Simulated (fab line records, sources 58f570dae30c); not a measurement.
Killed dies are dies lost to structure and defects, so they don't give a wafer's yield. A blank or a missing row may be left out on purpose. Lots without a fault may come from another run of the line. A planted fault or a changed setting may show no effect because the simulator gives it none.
Which tool did it? | flow berkeley_cmos170 | 7 lots, 21 wafers sampled, at 4 steps of a route of 331

WHAT THE GAUGES READ, wafer by wafer
UCB170_SDANNEAL_RS_MEAS_02: measures by four-point-probe.
lot  | measured     | on            | PSD_RS (ohm/sq)
L396 | day 7 20:52  | film_metro-02 | 75.80 75.79 75.82
L402 | day 9 13:25  | film_metro-03 | 76.04 76.07 75.94
L401 | day 9 13:43  | film_metro-01 | 75.56 75.69 75.78
L407 | day 10 18:25 | film_metro-02 | 75.39 75.65 75.26
L409 | day 11 04:55 | film_metro-01 | 75.55 75.62 75.13
L411 | day 11 17:02 | film_metro-02 | 75.91 75.67 75.59
L417 | day 13 03:30 | film_metro-03 | 75.58 75.90 76.05

WHICH TOOL RAN EACH LOT (tool, then ch and the chambers of the sampled wafers, then the start)
lot  | UCB170_PSD_IMPLANT_08           | UCB170_PSD_STRIP_09                  | UCB170_SDANNEAL_RTA_01
L396 | implanter-01 ch 0, day 7 17:41  | plasma_asher-01 ch 0,1, day 7 17:50  | rtp_anneal-01 ch 0, day 7 20:49
L402 | implanter-04 ch 0, day 9 10:35  | plasma_asher-04 ch 0,1, day 9 10:43  | rtp_anneal-01 ch 0, day 9 13:21
L401 | implanter-01 ch 0, day 9 10:41  | plasma_asher-01 ch 0,1, day 9 10:50  | rtp_anneal-02 ch 0, day 9 13:39
L407 | implanter-04 ch 0, day 10 14:33 | plasma_asher-01 ch 0,1, day 10 14:42 | rtp_anneal-01 ch 0, day 10 18:22
L409 | implanter-02 ch 0, day 11 01:50 | plasma_asher-03 ch 0, day 11 01:59   | rtp_anneal-01 ch 0, day 11 04:52
L411 | implanter-02 ch 0, day 11 11:25 | plasma_asher-04 ch 0,1, day 11 11:32 | rtp_anneal-01 ch 0, day 11 16:58
L417 | implanter-02 ch 0, day 12 22:36 | plasma_asher-01 ch 0,1, day 12 22:44 | rtp_anneal-02 ch 0, day 13 03:25
- UCB170_PSD_IMPLANT_08
- UCB170_PSD_STRIP_09: strips in O2.
- UCB170_SDANNEAL_RTA_01: time 5 s.

THE ANSWER, worked out from the rows above alone
Rule: what is usual is taken from the lots themselves. Put in order of their means at a reading, lots are off if they are a third of the lots or fewer, leave a main group of 4 or more, and stand apart from it by a gap of 3 or more times the standard deviation of the main group's means; of several such gaps the widest counts. A main group whose means are all the same, to the digits that the tables above print for the reading, isn't used. A lot without any number at a reading at which 4 lots or more have one is off too. The other lots that the step has rows for count as sound.
No lot is off at any reading shown: from this, nothing can be told.

WHAT THE SIMULATOR HAD PUT IN
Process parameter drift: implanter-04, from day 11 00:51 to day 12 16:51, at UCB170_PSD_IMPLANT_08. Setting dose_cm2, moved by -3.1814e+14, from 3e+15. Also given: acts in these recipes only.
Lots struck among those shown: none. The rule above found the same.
